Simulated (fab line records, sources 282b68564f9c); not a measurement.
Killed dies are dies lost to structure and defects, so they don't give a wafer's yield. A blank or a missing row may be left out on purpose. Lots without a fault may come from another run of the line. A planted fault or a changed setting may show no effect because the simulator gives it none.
Which tool did it? | flow rit_cmos | 14 lots, 42 wafers sampled, at 2 steps of a route of 202

WHAT THE GAUGES READ, wafer by wafer
RIT_ACTIVE_THK_MEAS_04.
lot  | measured    | on            | ACTIVE_NITRIDE_THK (nm)
L204 | day 1 13:32 | film_metro-02 | 150.0 149.6 151.4
L205 | day 1 20:01 | film_metro-03 | 149.1 150.2 149.1
L206 | day 1 23:32 | film_metro-02 | 150.3 150.2 151.7
L213 | day 3 10:32 | film_metro-01 | 151.1 151.5 151.3
L214 | day 3 16:10 | film_metro-03 | 150.5 150.0 150.1
L215 | day 3 20:51 | film_metro-03 | 152.0 150.7 152.5
L216 | day 4 03:51 | film_metro-03 | 150.5 150.1 150.7
L217 | day 4 06:56 | film_metro-01 | 150.4 150.1 149.0
L219 | day 4 17:44 | film_metro-02 | 151.4 152.0 151.0
L221 | day 5 03:01 | film_metro-02 | 135.4 133.9 135.1
L222 | day 5 07:32 | film_metro-02 | 134.6 133.9 133.7
L225 | day 5 23:17 | film_metro-01 | 150.7 150.2 150.0
L226 | day 6 05:43 | film_metro-03 | 149.0 149.3 149.2
L227 | day 6 09:59 | film_metro-02 | 147.3 147.7 145.6

WHICH TOOL RAN EACH LOT (tool, then ch and the chambers of the sampled wafers, then the start)
lot  | RIT_ACTIVE_CVD_03
L204 | lpcvd-02 ch 1, day 1 12:07
L205 | lpcvd-01 ch 0, day 1 18:36
L206 | lpcvd-01 ch 0, day 1 22:07
L213 | lpcvd-01 ch 1, day 3 09:07
L214 | lpcvd-01 ch 0, day 3 14:45
L215 | lpcvd-02 ch 0, day 3 19:26
L216 | lpcvd-01 ch 0, day 4 01:43
L217 | lpcvd-02 ch 1, day 4 05:30
L219 | lpcvd-02 ch 1, day 4 16:19
L221 | lpcvd-02 ch 1, day 5 01:36
L222 | lpcvd-02 ch 1, day 5 06:07
L225 | lpcvd-01 ch 0, day 5 21:09
L226 | lpcvd-01 ch 1, day 6 03:35
L227 | lpcvd-01 ch 1, day 6 08:35
- RIT_ACTIVE_CVD_03: deposits Si3N4 from SiH2Cl2/NH3, target thk 150 nm, time 1500 s.

WHAT THE TOOLS THEMSELVES READ (means of the sampled wafers that have a number; where no wafer has one, the mark that the record gives instead)
RIT_ACTIVE_CVD_03.
lot  | tool     | spike_tc_centre_C (C) | spike_tc_source_C (C) | susceptor_temp_C (C)
L204 | lpcvd-02 | 812.2                 | 831.2                 | 809.7
L205 | lpcvd-01 | 812.1                 | 832.3                 | 809.9
L206 | lpcvd-01 | 812.8                 | 832.3                 | 810.4
L213 | lpcvd-01 | 810.5                 | 831.0                 | 810.0
L214 | lpcvd-01 | 812.5                 | 831.8                 | 810.2
L215 | lpcvd-02 | 811.7                 | 832.9                 | 810.0
L216 | lpcvd-01 | 813.2                 | 831.8                 | 810.1
L217 | lpcvd-02 | 811.9                 | 829.8                 | 809.9
L219 | lpcvd-02 | 811.3                 | 830.8                 | 809.9
L221 | lpcvd-02 | 805.4                 | 822.0                 | 803.0
L222 | lpcvd-02 | 806.1                 | 823.2                 | 802.7
L225 | lpcvd-01 | 812.2                 | 832.0                 | 810.2
L226 | lpcvd-01 | 810.5                 | 832.8                 | 809.9
L227 | lpcvd-01 | 812.0                 | 830.7                 | 810.3

THE ANSWER, worked out from the rows above alone
Rule: what is usual is taken from the lots themselves. Put in order of their means at a reading, lots are off if they are a third of the lots or fewer, leave a main group of 4 or more, and stand apart from it by a gap of 3 or more times the standard deviation of the main group's means; of several such gaps the widest counts. A main group whose means are all the same, to the digits that the tables above print for the reading, isn't used. A lot without any number at a reading at which 4 lots or more have one is off too. The other lots that the step has rows for count as sound. The gauges are gone through in route order, then the tools' own readings, and for those a lot's mean is taken as printed above. The first step at which some lot is off is used, and at that step the reading that is off furthest; a lot without a number counts as furthest.
Off: L221, L222, at RIT_ACTIVE_THK_MEAS_04 (ACTIVE_NITRIDE_THK). The main group: mean 150.2 nm, standard deviation 1.2.
A tool fits if, at a process step before that reading, it ran every lot that is off, and no sound lot after the first of them. The gauges at RIT_ACTIVE_THK_MEAS_04 aren't tried: what is off there is off at RIT_ACTIVE_CVD_03 too, on other tools, and a gauge's error can't cause that. One fits: lpcvd-02 at RIT_ACTIVE_CVD_03. Its last sound lot is L219 (day 4 16:19), its first lot that is off L221 (day 5 01:36): a fault that began between those two fits.
The tool's own readings at RIT_ACTIVE_CVD_03 bear it out: on the lots that are off they differ by more than 5 times the standard deviation of the sound lots' means. spike_tc_centre_C reads 805.8 C there against 811.9 C on the sound lots; spike_tc_source_C reads 822.6 C there against 831.6 C on the sound lots; susceptor_temp_C reads 802.9 C there against 810.0 C on the sound lots.

WHAT THE SIMULATOR HAD PUT IN
Process parameter drift: lpcvd-02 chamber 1, from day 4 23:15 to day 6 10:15, at RIT_ACTIVE_CVD_03. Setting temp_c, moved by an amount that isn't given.
Lots struck among those shown: L221, L222. The rule above found the same.
